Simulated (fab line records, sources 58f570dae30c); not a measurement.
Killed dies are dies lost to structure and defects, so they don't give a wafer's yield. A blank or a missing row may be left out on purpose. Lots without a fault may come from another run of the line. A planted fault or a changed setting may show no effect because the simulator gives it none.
Split-lot experiment | flow berkeley_cmos170 | 5 lots, 23 wafers read, on a route of 331 steps

THE SPLIT
At UCB170_NSD_COAT_01 (resist thk 900 nm), the setting spin_rpm was moved away from the recipe's 1500 rpm on 11 of the 23 wafers read, by -5.2% to +5.0%. The other wafers ran this setting at the recipe's value.

The reading is taken at the split's own step.

THE READING
KrF_of_NSD_COAT_01.thk_nm (the simulator's own value, which no gauge read), in nm, at UCB170_NSD_COAT_01 (resist thk 900 nm). The file gives no usual value for it. The 12 wafers here that ran the recipe average 899.9 nm, standard deviation 2.1 nm.

wafer  | tool, chamber at the split | spin_rpm as run, rpm | against the recipe | KrF_of_NSD_COAT_01.thk_nm, nm | against lot-mates on the recipe
L078.3 | litho_track-01, 0          | 1500                 | recipe             | 900.7                         | -
L078.4 | litho_track-01, 0          | 1500                 | recipe             | 903                           | -
L078.5 | litho_track-01, 0          | 1500                 | recipe             | 899.7                         | -
L079.1 | litho_track-03, 0          | 1465                 | -2.3%              | 910.4                         | +9.4
L079.2 | litho_track-03, 0          | 1500                 | recipe             | 903.2                         | -
L079.3 | litho_track-03, 0          | 1500                 | recipe             | 898.8                         | -
L079.4 | litho_track-03, 0          | 1465                 | -2.3%              | 914                           | +13.0
L079.6 | litho_track-03, 0          | 1465                 | -2.3%              | 913.7                         | +12.7
L080.1 | litho_track-03, 0          | 1500                 | recipe             | 897.4                         | -
L080.2 | litho_track-03, 0          | 1500                 | recipe             | 899.2                         | -
L080.3 | litho_track-03, 0          | 1422                 | -5.2%              | 925.2                         | +26.9
L080.4 | litho_track-03, 0          | 1422                 | -5.2%              | 924.1                         | +25.8
L080.6 | litho_track-03, 0          | 1422                 | -5.2%              | 921.5                         | +23.2
L085.1 | litho_track-02, 0          | 1500                 | recipe             | 896.8                         | -
L085.2 | litho_track-02, 0          | 1556                 | +3.7%              | 883.9                         | -14.2
L085.3 | litho_track-02, 0          | 1500                 | recipe             | 899.2                         | -
L085.5 | litho_track-02, 0          | 1556                 | +3.7%              | 880.2                         | -17.9
L085.6 | litho_track-02, 0          | 1500                 | recipe             | 898.3                         | -
L082.1 | litho_track-01, 0          | 1500                 | recipe             | 899.7                         | -
L082.2 | litho_track-01, 0          | 1575                 | +5.0%              | 878.4                         | -23.0
L082.3 | litho_track-01, 0          | 1575                 | +5.0%              | 877.3                         | -24.1
L082.4 | litho_track-01, 0          | 1500                 | recipe             | 903                           | -
L082.6 | litho_track-01, 0          | 1575                 | +5.0%              | 879.1                         | -22.2

THE FIT
A straight line over all 23 wafers: KrF_of_NSD_COAT_01.thk_nm changes by -4.58 nm for each +1% of spin_rpm; r = -0.99; the points scatter about the line by 2.1 nm.
The same after taking each lot's own level away (the mean of its wafers on the recipe; 23 wafers): -4.71 nm for each +1%; r = -0.99; scatter 1.6 nm.
On that fit, the largest move of spin_rpm shifts the reading by 24 nm.
The lots' own levels span 898.10 to 901.35 nm, that is 1.6 times the standard deviation above.
So the lot-to-lot level changes the slope little: the two slopes agree.
Check: with one of the wafers moved furthest among these (-5.2%) left out of the fit, the line predicts +24.4 nm for it against its lot-mates. It came out at +26.9 nm against them.

OTHER SPLITS ON THESE WAFERS
These wafers also went through other splits before the reading. Each is held against what the fit with the lots' levels taken away leaves over:
other split on the same wafers     | wafers away from the commonest value | r with KrF_of_NSD_COAT_01.thk_nm (lot level and that fit taken away)
UCB170_PWELL_CVD_05 temp_c         | 10                                   | -0.02
UCB170_PWELL_IMPLANT_15 energy_kev | 9                                    | +0.16
UCB170_NVT_IMPLANT_07 dose_cm2     | 7                                    | +0.14
UCB170_GATE_CVD_04 sih4_flow_sccm  | 18                                   | +0.02
UCB170_GATE_ETCH_14 source_w       | 9                                    | +0.21
UCB170_NLDD_IMPLANT_08 dose_cm2    | 6                                    | -0.45

THE FILE'S OWN FIT
KrF_of_NSD_COAT_01.thk_nm changes by -4.67 nm for each +1% of spin_rpm, r = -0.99.
